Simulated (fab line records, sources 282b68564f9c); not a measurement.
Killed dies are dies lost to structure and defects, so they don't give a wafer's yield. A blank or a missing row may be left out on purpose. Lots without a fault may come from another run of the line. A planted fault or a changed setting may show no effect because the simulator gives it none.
fab line records | flow rit_cmos
record lots=5 wafers=15 last_day=6
route steps=202 shown NRETRO@61 PRETRO@64 GATE@75 FOX2@80 M1@202
lots that met no fault: from a run of the same line without faults
start_h: hours from the record's first day to the start of the lot's first wafer shown | wait_h: hours since the lot's step before | " the same as in the row above | L1.1+2: a row that stands for several wafers | - no value, or no start given | * or withheld: withheld | < > ~ a bound
route shown NAME@n: a module of which the file shows steps, and the number in the route of the first | usual: mean/standard deviation of fault-free wafers | same: alike in all rows | chamber/n: place in a boat | sites: the reading at each site | _std_site: their standard deviation | _edge_site: outer sites' mean less inner sites' | radius_mm: how far each site lies from the wafer's centre | mask NAME#n: copy n | behind: the tool/chamber that last shaped the wafer | hold: why the lot was held/for how many hours/how that ended | device: the transistor (n, p or np) that didn't switch | end of line: the same wafers' tests at the end of the route | a step without rows: its recipe alone | killed: dies lost to structure and defects at the first sort, not the wafer's yield | map: a wafer's dies, x killed, . not, _ none there
set.NAME: the setting as run; set.NAME@STEP: as run at that earlier step | model.NAME: the simulator's own value behind a step, which no gauge read
lots at some steps of the route; a table a step, a row a wafer
services: from which hour (start_h, from the record's first day; less than 0 if before it) a tool's chamber was out of use, for how many hours, and why
## steps
# step RIT_NRETRO_IMPLANT_08
# recipe species=P energy_kev=70 dose_cm2=1e+13 tilt_deg=7
# step RIT_NRETRO_STRIP_09
# recipe chemistry=O2 time_s=180 resist=NOVOLAK platen_temp_c=withheld power_w=500 pressure_mtorr=4000 o2_flow_sccm=4000
# usual drypump_motor_current_A=5.9/0.39 run_length_s=208.2/0.46
# columns lot.wafer tool chamber start_h wait_h drypump_motor_current_A rf_hours_counter_h run_length_s
L679.2 plasma_asher-01 0 45.43 0.1 5.2 40 208.4
L679.3 " 0 " " 5.2 - 208.0
L679.4 " 1 " " 6.1 - 207.3
L680.1 plasma_asher-01 1 53.49 0.1 6.1 41 207.6
L680.3 " 1 " " 6.1 - 207.3
L680.5 " 1 " " 6.1 - 207.3
L689.2 plasma_asher-04 0 96.17 0.1 6.4 47 208.3
L689.3 " 0 " " 6.4 - 207.7
L689.5 " 0 " " 6.3 - 207.8
L690.1 plasma_asher-01 1 101.36 0.1 6.1 46 207.5
L690.4 " 1 " " 6.1 - 207.3
L690.6 " 0 " " 5.2 - 208.2
L693.3 plasma_asher-04 1 113.61 0.1 5.7 - 208.4
L693.4 " 0 " " 6.4 - 208.1
L693.5 " 1 " " 5.8 - 208.4
# step RIT_NRETRO_TW_MEAS_10
# usual NRETRO_TW=1057/5.5
# columns lot.wafer tool chamber start_h wait_h NRETRO_TW
L679.2 film_metro-03 - 45.62 0.1 1058
L679.3 " - " " 1062
L679.4 " - " " 1063
L680.1 film_metro-03 - 53.66 0.1 1061
L680.3 " - " " 1063
L680.5 " - " " 1060
L689.2 film_metro-04 - 96.35 0.1 1056
L689.3 " - " " 1058
L689.5 " - " " 1053
L690.1 film_metro-03 - 101.54 0.1 1053
L690.4 " - " " 1047
L690.6 " - " " 1050
L693.3 film_metro-04 - 113.74 0.1 1061
L693.4 " - " " 1060
L693.5 " - " " 1058
# step RIT_PRETRO_HMDS_00
# recipe prime_time_s=60 prime_temp_c=140
# step RIT_PRETRO_COAT_01
# recipe resist=NOVOLAK spin_rpm=2000 resist_thk_nm=1300
# step RIT_PRETRO_SOFTBAKE_02
# recipe resist=NOVOLAK temp_c=90 time_s=60
# step RIT_PRETRO_EXPOSE_03
# recipe mask_id=M5 na=0.57 target_cd_nm=43700 dose_mj=250
# step RIT_PRETRO_PEB_04
# recipe resist=NOVOLAK temp_c=withheld time_s=withheld
# step RIT_PRETRO_DEVELOP_05
# recipe resist=NOVOLAK develop_time_s=68 dev_temp_c=23
# step RIT_PRETRO_OVL_MEAS_06
# usual PRETRO_OVL=0.2/1.5
# columns lot.wafer tool chamber start_h wait_h PRETRO_OVL[nm]
L679.2 overlay-02 - 46.55 - 0.0
L679.3 " - " " -1.6
L679.4 " - " " -1.3
L680.1 overlay-01 - 54.60 - 0.2
L680.3 " - " " -0.2
L680.5 " - " " 1.3
L689.2 overlay-01 - 97.29 - 2.2
L689.3 " - " " 0.6
L689.5 " - " " 1.6
L690.1 overlay-01 - 102.48 - 0.6
L690.4 " - " " 0.7
L690.6 " - " " -0.8
L693.3 overlay-02 - 114.67 - 0.8
L693.4 " - " " 0.3
L693.5 " - " " 1.6
# step RIT_PRETRO_HARDBAKE_07
# recipe resist=NOVOLAK temp_c=140 time_s=120
# step RIT_PRETRO_IMPLANT_08
# recipe species=B energy_kev=45 dose_cm2=1.2e+13 tilt_deg=7
# step RIT_PRETRO_STRIP_09
# recipe chemistry=O2 time_s=180 resist=NOVOLAK platen_temp_c=withheld power_w=500 pressure_mtorr=4000 o2_flow_sccm=4000
# usual drypump_motor_current_A=5.7/0.41 run_length_s=208.0/0.38
# columns lot.wafer tool chamber start_h wait_h drypump_motor_current_A rf_hours_counter_h run_length_s model.NOVOLAK_of_PRETRO_COAT_01.thk_nm
L679.2 plasma_asher-01 1 46.98 0.1 6.1 41 207.2 0
L679.3 " 0 " " 5.2 - 208.8 0
L679.4 " 1 " " 6.1 - 207.3 0
L680.1 plasma_asher-01 0 55.04 0.1 5.2 41 208.1 0
L680.3 " 0 " " 5.3 - 208.5 0
L680.5 " 0 " " 5.2 - 208.1 0
L689.2 plasma_asher-03 0 97.72 0.1 5.8 41 208.2 0
L689.3 " 0 " " 5.8 - 207.7 0
L689.5 " 0 " " 5.8 - 208.1 0
L690.1 plasma_asher-01 1 102.92 0.1 6.1 46 27.3 676.8
L690.4 " 0 " " 5.2 - 27.3 677.2
L690.6 " 1 " " 6.1 - 28.0 676.8
L693.3 plasma_asher-03 0 115.16 0.1 5.8 - 207.9 0
L693.4 " 1 " " 5.2 - 208.4 0
L693.5 " 1 " " 5.2 - 208.5 0
# step RIT_PRETRO_TW_MEAS_10
# usual PRETRO_TW=479.0/2.2
# columns lot.wafer tool chamber start_h wait_h PRETRO_TW
L679.2 film_metro-04 - 47.17 0.1 477.3
L679.3 " - " " 477.9
L679.4 " - " " 476.3
L680.1 film_metro-03 - 55.21 0.1 481.0
L680.3 " - " " 481.8
L680.5 " - " " 481.5
L689.2 film_metro-04 - 97.90 0.1 480.6
L689.3 " - " " 480.4
L689.5 " - " " 479.1
L690.1 film_metro-04 - 103.09 0.1 478.4
L690.4 " - " " 479.2
L690.6 " - " " 478.3
L693.3 film_metro-01 - 115.29 0.1 478.0
L693.4 " - " " 477.5
L693.5 " - " " 475.1
# step RIT_GATE_WET_ETCH_00
# recipe chemistry=BOE target=SiO2 target_depth_nm=56 time_s=60 dry=n2_spin dilution=10:1 temp_c=21.5
# step RIT_GATE_CLEAN_01
# recipe chemistry=SC1 mix=3:3:50 time_s=600 temp_c=75
# step RIT_GATE_CLEAN_02
# recipe chemistry=dHF dilution=50:1 time_s=30
# step RIT_GATE_CLEAN_03
# recipe chemistry=SC2 mix=3:3:50 time_s=600 temp_c=75 dry=n2_spin
# step RIT_GATE_CLEAN_04
# recipe chemistry=dHF dilution=50:1 time_s=60 dry=n2_spin
# step RIT_FOX2_THK_MEAS_91
# recipe reads=SiO2_of_FOX2_OXIDATION_00
# usual FIELD_OXIDE_LEFT_2_THK=257/5.6
# columns lot.wafer tool chamber start_h wait_h FIELD_OXIDE_LEFT_2_THK[nm]
L679.2 film_metro-01 - 47.87 0.0 254
L679.3 " - " " 256
L679.4 " - " " 256
L680.1 film_metro-01 - 55.69 0.0 258
L680.3 " - " " 254
L680.5 " - " " 260
L689.2 film_metro-04 - 98.38 0.0 252
L689.3 " - " " 260
L689.5 " - " " 255
L690.1 film_metro-01 - 103.57 0.0 251
L690.4 " - " " 256
L690.6 " - " " 246
L693.3 film_metro-04 - 115.77 0.0 255
L693.4 " - " " 259
L693.5 " - " " 255
# step RIT_GATE_OXIDATION_05
# recipe temp_c=900 ambient=O2 target_thk_a=30 ox_time_s=270
# step RIT_GATE_ANNEAL_06
# recipe temp_c=900 time_s=600 ambient=N2O
# step RIT_GATE_CVD_08
# recipe material=poly-Si target_thk_nm=250 temp_c=610 precursor=SiH4 time_s=2220 pressure_mtorr=300 sih4_flow_sccm=100
# step RIT_GATE_HMDS_10
# recipe prime_time_s=60 prime_temp_c=140
# step RIT_GATE_COAT_11
# recipe resist=NOVOLAK spin_rpm=4250 resist_thk_nm=850
# step RIT_GATE_SOFTBAKE_12
# recipe resist=NOVOLAK temp_c=90 time_s=60
# step RIT_GATE_EXPOSE_13
# recipe mask_id=M6 na=0.6 source_shape=conventional sigma_outer=0.6 target_cd_nm=150 dose_mj=380
# step RIT_GATE_PEB_14
# recipe resist=NOVOLAK temp_c=withheld time_s=withheld
# step RIT_GATE_DEVELOP_15
# recipe resist=NOVOLAK develop_time_s=50 dev_temp_c=23
# step RIT_GATE_CD_MEAS_16
# recipe target_cd_nm=150
# usual cd_nm=149.3/2.4
# columns lot.wafer tool chamber start_h wait_h cd_nm
L679.2 cd_sem-01 - 57.75 - 150.9
L679.3 " - " " 149.1
L679.4 " - " " 150.7
L680.1 cd_sem-02 - 61.82 - 146.4
L680.3 " - " " 145.1
L680.5 " - " " 147.5
L689.2 cd_sem-02 - 106.10 - 146.0
L689.3 " - " " 148.3
L689.5 " - " " 145.7
L690.1 cd_sem-01 - 109.38 - 155.3
L690.4 " - " " 154.8
L690.6 " - " " 153.6
L693.3 cd_sem-01 - 122.64 - 152.5
L693.4 " - " " 150.6
L693.5 " - " " 150.8
# step RIT_GATE_OVL_MEAS_17
# usual GATE_OVL=-0.4/1.2
# columns lot.wafer tool chamber start_h wait_h GATE_OVL[nm]
L679.2 overlay-02 - 57.85 0.1 -0.3
L679.3 " - " " 2.7
L679.4 " - " " 1.0
L680.1 overlay-01 - 61.94 0.1 -0.3
L680.3 " - " " -2.0
L680.5 " - " " -0.8
L689.2 overlay-01 - 106.21 0.1 -0.6
L689.3 " - " " -0.1
L689.5 " - " " 0.1
L690.1 overlay-02 - 109.50 0.1 0.5
L690.4 " - " " -0.5
L690.6 " - " " -1.4
L693.3 overlay-01 - 122.73 0.1 1.5
L693.4 " - " " 0.8
L693.5 " - " " 0.7
# step RIT_GATE_HARDBAKE_18
# recipe resist=NOVOLAK temp_c=140 time_s=60
# step RIT_GATE_ETCH_19
# recipe chemistry=SF6/CHF3/O2 time_s=165 SF6_flow_sccm=30 CHF3_flow_sccm=30 O2_flow_sccm=5 target=poly-Si pressure_mtorr=40 rf_w=160 target_depth_a=3125 over_etch_frac=0.25 stop_on=SiO2
# usual CHF3_flow_sccm=29.99/0.1 O2_flow_sccm=5.000/0.015 drypump_motor_current_A=5.4/0.4 he_backside_leak_sccm=2.67/0.2 oes_product_au=0.848/0.014 throttle_valve_pct=10.16/0.16
# columns lot.wafer tool chamber start_h wait_h CHF3_flow_sccm O2_flow_sccm drypump_motor_current_A he_backside_leak_sccm oes_product_au rf_hours_counter_h throttle_valve_pct model.GATE.cd_nm
L679.2 rie_si-02 0 58.03 0.1 30.16 4.979 5.2 3.01 0.832 149 10.07 151.1
L679.3 " 2 " " 29.93 5.040 5.2 2.53 0.839 82 10.27 149
L679.4 " 3 " " 29.72 5.011 5.8 2.50 0.869 142 10.40 150.8
L680.1 rie_si-02 3 62.13 0.1 29.87 5.024 5.8 2.97 0.871 142 10.40 146.4
L680.3 " 1 " " 29.92 4.995 6.1 2.64 0.835 0 9.90 144.9
L680.5 " 0 " " 29.82 5.005 5.2 3.10 0.820 - 10.10 147
L689.2 rie_si-02 3 106.39 0.1 30.01 5.028 5.8 2.59 0.864 143 10.39 145.8
L689.3 " 1 " " 30.13 4.997 6.2 2.53 0.830 1 9.90 148.3
L689.5 " 2 " " 30.01 5.017 5.2 2.55 0.827 - 10.22 145.6
L690.1 rie_si-01 3 109.68 0.1 30.12 4.969 5.3 2.78 0.857 139 10.31 155.4
L690.4 " 0 " " 30.13 4.985 4.9 2.38 0.859 136 10.01 154.5
L690.6 " 3 " " 30.02 4.954 5.3 2.77 0.857 - 10.31 153.3
L693.3 rie_si-02 2 122.90 0.1 29.98 5.002 5.2 2.51 0.835 83 10.24 152.5
L693.4 " 3 " " 30.09 4.982 5.8 2.86 0.865 - 10.38 150.7
L693.5 " 1 " " 30.01 5.001 6.2 2.55 0.837 - 9.90 150.9
# step RIT_GATE_STRIP_20
# recipe chemistry=O2 time_s=180 resist=NOVOLAK platen_temp_c=withheld power_w=500 pressure_mtorr=4000 o2_flow_sccm=4000
# usual drypump_motor_current_A=6.0/0.33 run_length_s=208.3/0.42
# columns lot.wafer tool chamber start_h wait_h drypump_motor_current_A rf_hours_counter_h run_length_s
L679.2 plasma_asher-04 0 58.14 0.1 6.3 43 208.6
L679.3 " 0 " " 6.4 - 208.0
L679.4 " 1 " " 5.8 - 208.4
L680.1 plasma_asher-02 1 62.23 0.1 5.7 27 208.5
L680.3 " 1 " " 5.7 - 208.3
L680.5 " 1 " " 5.7 - 208.5
L689.2 plasma_asher-04 0 106.49 0.1 6.4 48 208.0
L689.3 " 1 " " 5.8 - 208.2
L689.5 " 1 " " 5.7 - 208.4
L690.1 plasma_asher-04 1 109.79 0.1 5.7 49 209.0
L690.4 " 0 " " 6.4 - 208.1
L690.6 " 0 " " 6.4 - 207.9
L693.3 plasma_asher-04 1 123.07 0.1 5.8 - 208.3
L693.4 " 0 " " 6.4 - 207.7
L693.5 " 1 " " 5.8 - 208.4
# step RIT_M1_PROBE_99
# usual killed_at_M0_to_M3=0.0/0.12 killed_at_contacts=0.0/0.22 killed_at_front_end=6.5/2.8 killed_dies=6.5/2.8 killed_on_rim=1.7/1.3 killed_open=3.2/1.8 killed_short=3.3/2
# same gross_dies=264 killed_at_M4_up=0 killed_at_back_side=0 killed_at_other=0
# columns lot.wafer tool chamber start_h wait_h killed_at_M0_to_M3 killed_at_contacts killed_at_front_end killed_dies killed_on_rim killed_open killed_short
L679.2 prober-01 - 78.46 0.1 0 0 7 7 1 4 3
L679.3 prober-01 - 78.51 0.2 1 0 8 9 2 3 6
L679.4 prober-01 - 78.56 0.2 0 0 6 6 1 1 5
L680.1 prober-01 - 84.56 0.1 0 0 10 10 4 5 5
L680.3 prober-01 - 84.66 0.2 0 1 6 7 2 2 5
L680.5 prober-01 - 84.76 0.2 0 1 8 9 3 7 2
L689.2 prober-01 - 128.44 0.1 0 0 6 6 3 2 4
L689.3 prober-01 - 128.49 0.2 0 0 6 6 2 1 5
L689.5 prober-01 - 128.59 0.2 0 0 4 4 0 2 2
L690.1 prober-02 - 131.06 0.1 0 0 264 264 70 5 3
L690.4 prober-02 - 131.21 0.2 0 0 264 264 70 5 4
L690.6 prober-02 - 131.31 0.2 0 0 264 264 70 1 2
L693.3 prober-01 - 143.70 0.2 0 0 4 4 0 1 3
L693.4 prober-01 - 143.75 0.2 0 0 5 5 3 2 3
L693.5 prober-01 - 143.80 0.2 0 1 10 11 3 3 8
# killed by level:class
L679.2 GATE:geometric_particle:open=3 FOX2:geometric_particle:short=1 GATE:geometric_particle:short=1 REOX:geometric_particle:open=1 SILICIDE:geometric_particle:short=1
L679.3 GATE:geometric_particle:open=2 GATE:geometric_particle:short=2 REOX:geometric_particle:short=1 SPACER:geometric_particle:short=1 SILICIDE:geometric_particle:open=1 SILICIDE:geometric_particle:short=1 M1:geometric_particle:short=1
L679.4 GATE:geometric_particle:short=2 FOX1:geometric_particle:open=1 FOX1:geometric_particle:short=1 SPACER:geometric_particle:short=1 SILICIDE:geometric_particle:short=1
L680.1 GATE:geometric_particle:open=2 GATE:geometric_particle:short=2 REOX:geometric_particle:open=2 FOX2:geometric_particle:short=1 REOX:geometric_particle:short=1 SPACER:geometric_particle:open=1 SILICIDE:geometric_particle:short=1
L680.3 GATE:geometric_particle:short=2 FOX2:geometric_particle:short=1 GATE:geometric_particle:open=1 SPACER:geometric_particle:short=1 SPACER:geometric_particle:open=1 CONTACT:geometric_particle:short=1
L680.5 REOX:geometric_particle:open=3 GATE:geometric_particle:open=2 GATE:geometric_particle:short=1 SILICIDE:geometric_particle:short=1 SILICIDE:geometric_particle:open=1 CONTACT:geometric_particle:open=1
L689.2 FOX1:geometric_particle:short=2 GATE:geometric_particle:open=1 REOX:geometric_particle:open=1 SPACER:geometric_particle:short=1 SILICIDE:geometric_particle:short=1
L689.3 SPACER:geometric_particle:short=2 FOX1:geometric_particle:short=1 GATE:geometric_particle:short=1 REOX:geometric_particle:open=1 SILICIDE:geometric_particle:short=1
L689.5 FOX2:geometric_particle:short=1 REOX:geometric_particle:open=1 REOX:geometric_particle:short=1 SPACER:geometric_particle:open=1
L690.1 GATE:area_oxidation=256 GATE:geometric_particle:open=2 FOX1:geometric_particle:open=1 FOX2:geometric_particle:open=1 GATE:geometric_particle:short=1 SPACER:geometric_particle:short=1 SILICIDE:geometric_particle:short=1 SILICIDE:geometric_particle:open=1
L690.4 GATE:area_oxidation=255 GATE:geometric_particle:open=3 FOX1:geometric_particle:open=2 GATE:geometric_particle:short=2 FOX1:geometric_particle:short=1 SPACER:geometric_particle:short=1
L690.6 GATE:area_oxidation=261 GATE:geometric_particle:short=1 GATE:geometric_particle:open=1 SPACER:geometric_particle:short=1
L693.3 GATE:geometric_particle:short=3 FOX2:geometric_particle:open=1
L693.4 SPACER:geometric_particle:short=2 GATE:geometric_particle:open=1 GATE:geometric_particle:short=1 SILICIDE:geometric_particle:open=1
L693.5 GATE:geometric_particle:short=7 GATE:geometric_particle:open=3 CONTACT:geometric_particle:short=1
# map L690.1 (x killed, . not)
________xxxxxxx_______
_____xxxxxxxxxxxxx____
____xxxxxxxxxxxxxxx___
___xxxxxxxxxxxxxxxxx__
__xxxxxxxxxxxxxxxxxxx_
__xxxxxxxxxxxxxxxxxxx_
_xxxxxxxxxxxxxxxxxxxxx
_xxxxxxxxxxxxxxxxxxxxx
_xxxxxxxxxxxxxxxxxxxxx
_xxxxxxxxxxxxxxxxxxxxx
__xxxxxxxxxxxxxxxxxxx_
__xxxxxxxxxxxxxxxxxxx_
___xxxxxxxxxxxxxxxxx__
____xxxxxxxxxxxxxxx___
_____xxxxxxxxxxxxx____
________xxxxxxx_______
# map L680.1 (x killed, . not)
________....x.x_______
_____.............____
____...............___
___................x__
__......x.....x......_
__..................._
_.....................
_...............x.....
_.....................
_.....................
__..............x...._
__............x......_
___.................__
____......x........___
_____.............____
________.....x._______
## services
# columns tool chamber start_h hours kind
rie_si-01 - 21.83 2.8 pm
rie_si-02 - 30.78 14.6 pm
plasma_asher-02 - 38.91 2.8 pm
rie_si-01 2 68.61 - clean
rie_si-01 2 68.61 24.0 scheduled_down
rie_si-01 2 68.61 24.0 vent_cycle
plasma_asher-01 - 75.98 2.8 pm
plasma_asher-03 - 102.96 1.5 repair
plasma_asher-01 - 108.75 9.0 pm
plasma_asher-01 0 108.75 9.0 vent_cycle
plasma_asher-01 1 108.75 9.0 vent_cycle
rie_si-02 0 113.40 - clean
rie_si-02 0 113.40 35.6 scheduled_down
rie_si-02 0 113.40 35.6 vent_cycle
plasma_asher-01 0 117.75 - clean
plasma_asher-01 1 117.75 - clean
plasma_asher-02 - 119.58 1.3 repair
rie_si-01 0 120.01 9.0 repair
## key
first_sign step=RIT_PRETRO_STRIP_09 reading=run_length_s direction=down sigmas=99+ usual=* struck=*
effect step=RIT_GATE_CD_MEAS_16 reading=cd_nm direction=up sigmas=2.2 usual=149.3 struck=154.6 through=control_loop
effect step=RIT_M1_PROBE_99 reading=killed_at_front_end direction=up sigmas=94 usual=6.5 struck=264
model_effect step=RIT_PRETRO_STRIP_09 value=NOVOLAK_of_PRETRO_COAT_01.thk_nm without=0 struck=676.9
model_effect step=RIT_GATE_ETCH_19 value=GATE.cd_nm without=149.9 struck=154.4
more_kills_born_at RIT_GATE_OXIDATION_05@furnace-04=772
met_at RIT_PRETRO_STRIP_09
struck_wafers L690.1,L690.4,L690.6
later_rows_left_out L690.1,L690.4,L690.6
tester_left_out L690
loop_trim step=RIT_GATE_EXPOSE_13 setting=dose lots=L690
onset_between 55.04 102.92
fault kind=strip_aborted tool=plasma_asher-01 chamber=- onset_h=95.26 steps=RIT_PRETRO_STRIP_09 offset=0.85 end_h=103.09
# tester_left_out: of these lots the tester's yield and bins aren't shown, on N5 and GAA mostly nor the transistor test; their killed dies are dies lost to structure and defects alone, not to doping, threshold or leakage, so they don't give the yield
# later_rows_left_out: the simulator's readings of these wafers behind a module that went badly wrong aren't trusted and aren't shown, but for the sort
# loop_trim: a control loop set the setting to another value than it would have without faults
